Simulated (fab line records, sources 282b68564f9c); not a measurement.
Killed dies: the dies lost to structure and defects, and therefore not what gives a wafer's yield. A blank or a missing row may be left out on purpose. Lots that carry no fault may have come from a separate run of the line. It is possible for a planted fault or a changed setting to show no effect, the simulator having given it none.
Which of the tools did it? | flow rit-cmos | 15 lots, 45 wafers sampled, at 2 steps of a route of 202

WHAT EACH GAUGE READ, for each wafer
RIT_WELLDRIVE_RS_MEAS_02: uses a four-point probe to measure.
lot  | measured    | on            | PWELL_RS (ohm/sq)
L825 | day 2 07:31 | film-metro-01 | 430.7 430.4 429.1
L826 | day 2 09:28 | film-metro-02 | 430.2 429.3 429.7
L827 | day 2 15:22 | film-metro-01 | 432.2 430.7 432.3
L830 | day 3 09:02 | film-metro-02 | 427.8 428.5 427.2
L831 | day 3 13:26 | film-metro-04 | 427.2 428.0 427.9
L832 | day 3 17:05 | film-metro-02 | 416.7 417.5 418.5
L833 | day 3 22:11 | film-metro-01 | 416.8 417.9 418.7
L834 | day 4 06:14 | film-metro-02 | 417.1 417.5 417.7
L835 | day 4 10:59 | film-metro-01 | 430.0 430.4 431.3
L843 | day 6 07:16 | film-metro-01 | 428.9 429.4 430.1
L845 | day 6 12:47 | film-metro-01 | 429.9 429.6 429.7
L844 | day 6 12:44 | film-metro-04 | 429.3 429.6 427.8
L846 | day 6 15:16 | film-metro-04 | 427.6 430.8 428.9
L847 | day 6 19:44 | film-metro-02 | 427.9 428.4 427.6
L848 | day 7 02:23 | film-metro-04 | 428.8 428.7 428.6

WHAT TOOL EACH LOT RAN ON (gives the tool, then ch and the chambers of the sampled wafers, and finally the start)
lot  | RIT_PWELL_IMPLANT_08
L825 | implanter-01 ch 0, day 2 00:47
L826 | implanter-02 ch 0, day 2 03:53
L827 | implanter-04 ch 0, day 2 09:47
L830 | implanter-02 ch 0, day 3 01:51
L831 | implanter-02 ch 0, day 3 07:44
L832 | implanter-02 ch 0, day 3 11:31
L833 | implanter-02 ch 0, day 3 15:30
L834 | implanter-02 ch 0, day 4 00:39
L835 | implanter-01 ch 0, day 4 03:34
L843 | implanter-01 ch 0, day 6 00:57
L845 | implanter-01 ch 0, day 6 06:09
L844 | implanter-04 ch 0, day 6 06:19
L846 | implanter-04 ch 0, day 6 09:40
L847 | implanter-01 ch 0, day 6 13:56
L848 | implanter-04 ch 0, day 6 20:16
- RIT_PWELL_IMPLANT_08

AS READ BY THE TOOLS THEMSELVES (means over the sampled wafers that have a number; for cases with no such wafer, the mark the record gives instead)
RIT_PWELL_IMPLANT_08.
lot  | tool         | beam-energy-keV | beam-on-s (s)
L825 | implanter-01 | 170.00          | 10.01
L826 | implanter-02 | 170.05          | 9.84
L827 | implanter-04 | 170.00          | 9.90
L830 | implanter-02 | 169.97          | 10.01
L831 | implanter-02 | 169.97          | 10.15
L832 | implanter-02 | 220.93          | 10.11
L833 | implanter-02 | 220.95          | 10.06
L834 | implanter-02 | 220.96          | 10.08
L835 | implanter-01 | 169.99          | 10.04
L843 | implanter-01 | 170.02          | 10.10
L845 | implanter-01 | 169.97          | 10.04
L844 | implanter-04 | 170.00          | 10.02
L846 | implanter-04 | 170.05          | 9.99
L847 | implanter-01 | 169.96          | 10.07
L848 | implanter-04 | 170.10          | 10.00

THE ANSWER, worked out from the rows above alone
Rule: usual is defined by the lots themselves. Put in order of their means at a reading, lots are off if they are a third of the lots or fewer, leave a main group of 4 or more, and stand apart from it by a gap of 3 or more times the standard deviation of the main group's means; of several such gaps the widest counts. A main group is skipped when, at the precision printed for the reading in the tables above, its means are all equal. Also off: a lot with no number at a reading for which 4 or more lots have one. Where the step has rows for the other lots, those lots are counted as sound. Order of review: gauges by route order, followed by the tools' own readings, for which a lot's mean as printed above is used. At the first step where some lot is off, the reading lying furthest off is the one used; lots without a number count as furthest.
Off: L832, L833, L834, seen at RIT_WELLDRIVE_RS_MEAS_02 (PWELL_RS). Main group: mean 429.3 ohm/sq, sd 1.1.
A tool fits if, at a process step before that reading, it ran every lot that is off, and no sound lot after the first of them. The gauges at RIT_WELLDRIVE_RS_MEAS_02 aren't tried: what is off there is off at RIT_PWELL_IMPLANT_08 too, on other tools, and a gauge's error can't cause that. One fits: RIT_PWELL_IMPLANT_08 on implanter-02. Its last sound lot is L831 (day 3 07:44), its first lot that is off L832 (day 3 11:31): a fault that began between those two fits.
The tool's own readings at RIT_PWELL_IMPLANT_08 bear it out: on the lots that are off they differ by more than 5 times the standard deviation of the sound lots' means. beam-energy-keV reads 220.95 there against 170.01 on the sound lots.

WHAT THE SIMULATOR HAD PUT IN
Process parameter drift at RIT_PWELL_IMPLANT_08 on implanter-02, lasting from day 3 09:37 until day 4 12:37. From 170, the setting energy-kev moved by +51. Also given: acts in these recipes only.
Lots struck among those shown: L832, L833, L834. This agrees with what the rule above found.
